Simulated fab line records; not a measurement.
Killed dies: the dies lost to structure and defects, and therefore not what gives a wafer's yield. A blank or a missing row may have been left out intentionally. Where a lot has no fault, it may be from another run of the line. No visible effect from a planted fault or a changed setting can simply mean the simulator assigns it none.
Which tool was responsible? / flow ritCmos / 13 lots with 39 wafers sampled at 2 steps, on a route of 202 steps

## WHAT THE GAUGES READ, wafer by wafer
RIT_PLDD_TW_MEAS_10. Usual: PLDD_TW 2346, standard deviation 12.
lot=L797; measured=day 3 02:08; on=filmMetro-04; PLDD_TW=2338 2337 2345; flag=
lot=L798; measured=day 3 10:52; on=filmMetro-02; PLDD_TW=2337 2348 2333; flag=
lot=L799; measured=day 3 12:39; on=filmMetro-01; PLDD_TW=2322 2325 2330; flag=
lot=L800; measured=day 3 18:18; on=filmMetro-02; PLDD_TW=2345 2357 2351; flag=
lot=L801; measured=day 3 22:28; on=filmMetro-01; PLDD_TW=2332 2334 2323; flag=
lot=L802; measured=day 4 02:46; on=filmMetro-02; PLDD_TW=2347 2343 2348; flag=
lot=L803; measured=day 4 06:52; on=filmMetro-02; PLDD_TW=2345 2348 2331; flag=
lot=L804; measured=day 4 14:50; on=filmMetro-04; PLDD_TW=2338 2346 2353; flag=
lot=L805; measured=day 4 22:17; on=filmMetro-02; PLDD_TW=2346 2346 2340; flag=
lot=L807; measured=day 5 03:39; on=filmMetro-02; PLDD_TW=2362 2364 2358; flag=
lot=L808; measured=day 5 12:11; on=filmMetro-01; PLDD_TW=2334 2359 2355; flag=
lot=L809; measured=day 5 15:00; on=filmMetro-02; PLDD_TW=30 30 30; flag=OFF
lot=L819; measured=day 7 20:32; on=filmMetro-02; PLDD_TW=2354 2360 2351; flag=

## EACH LOT AND THE TOOL THAT RAN IT (in order: tool; ch and the chambers of the sampled wafers; start)
lot=L797; RIT_NLDD_STRIP_09=plasmaAsher-04 ch 0,1, day 3 00:25
lot=L798; RIT_NLDD_STRIP_09=plasmaAsher-03 ch 0,1, day 3 09:02
lot=L799; RIT_NLDD_STRIP_09=plasmaAsher-02 ch 0,1, day 3 11:03
lot=L800; RIT_NLDD_STRIP_09=plasmaAsher-03 ch 0, day 3 16:42
lot=L801; RIT_NLDD_STRIP_09=plasmaAsher-02 ch 0,1, day 3 20:50
lot=L802; RIT_NLDD_STRIP_09=plasmaAsher-04 ch 0,1, day 4 01:10
lot=L803; RIT_NLDD_STRIP_09=plasmaAsher-04 ch 0, day 4 05:16
lot=L804; RIT_NLDD_STRIP_09=plasmaAsher-03 ch 0,1, day 4 13:11
lot=L805; RIT_NLDD_STRIP_09=plasmaAsher-02 ch 0,1, day 4 20:41
lot=L807; RIT_NLDD_STRIP_09=plasmaAsher-04 ch 1, day 5 02:02
lot=L808; RIT_NLDD_STRIP_09=plasmaAsher-04 ch 0,1, day 5 10:35
lot=L809; RIT_NLDD_STRIP_09=plasmaAsher-04 ch 0,1, day 5 13:19
lot=L819; RIT_NLDD_STRIP_09=plasmaAsher-02 ch 0,1, day 7 18:55
- RIT_NLDD_STRIP_09: strips in O2, time 180 s.

## AS READ BY THE TOOLS THEMSELVES (means over the sampled wafers that have a number; for cases with no such wafer, the mark the record gives instead)
RIT_NLDD_STRIP_09. Usual: drypumpMotorCurrentA 5.5 A, standard deviation 0.38; runLengthS 208.2 s, standard deviation 0.62.
lot=L797; tool=plasmaAsher-04; drypumpMotorCurrentA (A)=5.8; runLengthS (s)=207.9; flag=
lot=L798; tool=plasmaAsher-03; drypumpMotorCurrentA (A)=5.3; runLengthS (s)=208.7; flag=
lot=L799; tool=plasmaAsher-02; drypumpMotorCurrentA (A)=5.6; runLengthS (s)=208.3; flag=
lot=L800; tool=plasmaAsher-03; drypumpMotorCurrentA (A)=5.2; runLengthS (s)=207.8; flag=
lot=L801; tool=plasmaAsher-02; drypumpMotorCurrentA (A)=5.6; runLengthS (s)=208.2; flag=
lot=L802; tool=plasmaAsher-04; drypumpMotorCurrentA (A)=5.5; runLengthS (s)=208.2; flag=
lot=L803; tool=plasmaAsher-04; drypumpMotorCurrentA (A)=5.3; runLengthS (s)=207.9; flag=
lot=L804; tool=plasmaAsher-03; drypumpMotorCurrentA (A)=5.3; runLengthS (s)=208.5; flag=
lot=L805; tool=plasmaAsher-02; drypumpMotorCurrentA (A)=5.9; runLengthS (s)=208.4; flag=
lot=L807; tool=plasmaAsher-04; drypumpMotorCurrentA (A)=6.0; runLengthS (s)=208.0; flag=
lot=L808; tool=plasmaAsher-04; drypumpMotorCurrentA (A)=5.5; runLengthS (s)=207.7; flag=
lot=L809; tool=plasmaAsher-04; drypumpMotorCurrentA (A)=5.6; runLengthS (s)=72.3; flag=OFF
lot=L819; tool=plasmaAsher-02; drypumpMotorCurrentA (A)=5.5; runLengthS (s)=208.2; flag=

## THE ANSWER, worked out from the rows above alone
Rule: a lot is off if the mean of its wafers that have a number lies more than 3 standard deviations from the usual mean. Also off: a lot with no number at a reading for which 4 or more lots have one. The other lots that the step has rows for count as sound. Order of review: gauges by route order, followed by the tools' own readings, for which a lot's mean as printed above is used. At the first step where some lot is off, the reading lying furthest off is the one used; lots without a number count as furthest.
Off: L809, seen at RIT_PLDD_TW_MEAS_10 (PLDD_TW).
If a tool, at a process step before that reading, ran all the lots that are off and no sound lot after the first of them, it fits. The gauges at RIT_PLDD_TW_MEAS_10 aren't tried: what is off there is off at RIT_NLDD_STRIP_09 too, on other tools, and a gauge's error can't cause that. One fits: plasmaAsher-04 at RIT_NLDD_STRIP_09. Its last sound lot is L808 (day 5 10:35), its first lot that is off L809 (day 5 13:19): a fault that began between those two fits.
The tool's own readings at RIT_NLDD_STRIP_09 bear it out: on the lots that are off they differ by more than 5 times the standard deviation of the sound lots' means. runLengthS reads 72.3 s there against 208.2 s on the sound lots.

## WHAT HAD BEEN PUT IN BY THE SIMULATOR
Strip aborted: plasmaAsher-04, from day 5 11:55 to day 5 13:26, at RIT_NLDD_STRIP_09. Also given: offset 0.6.
Shown lots that were struck: L809. This agrees with what the rule above found.
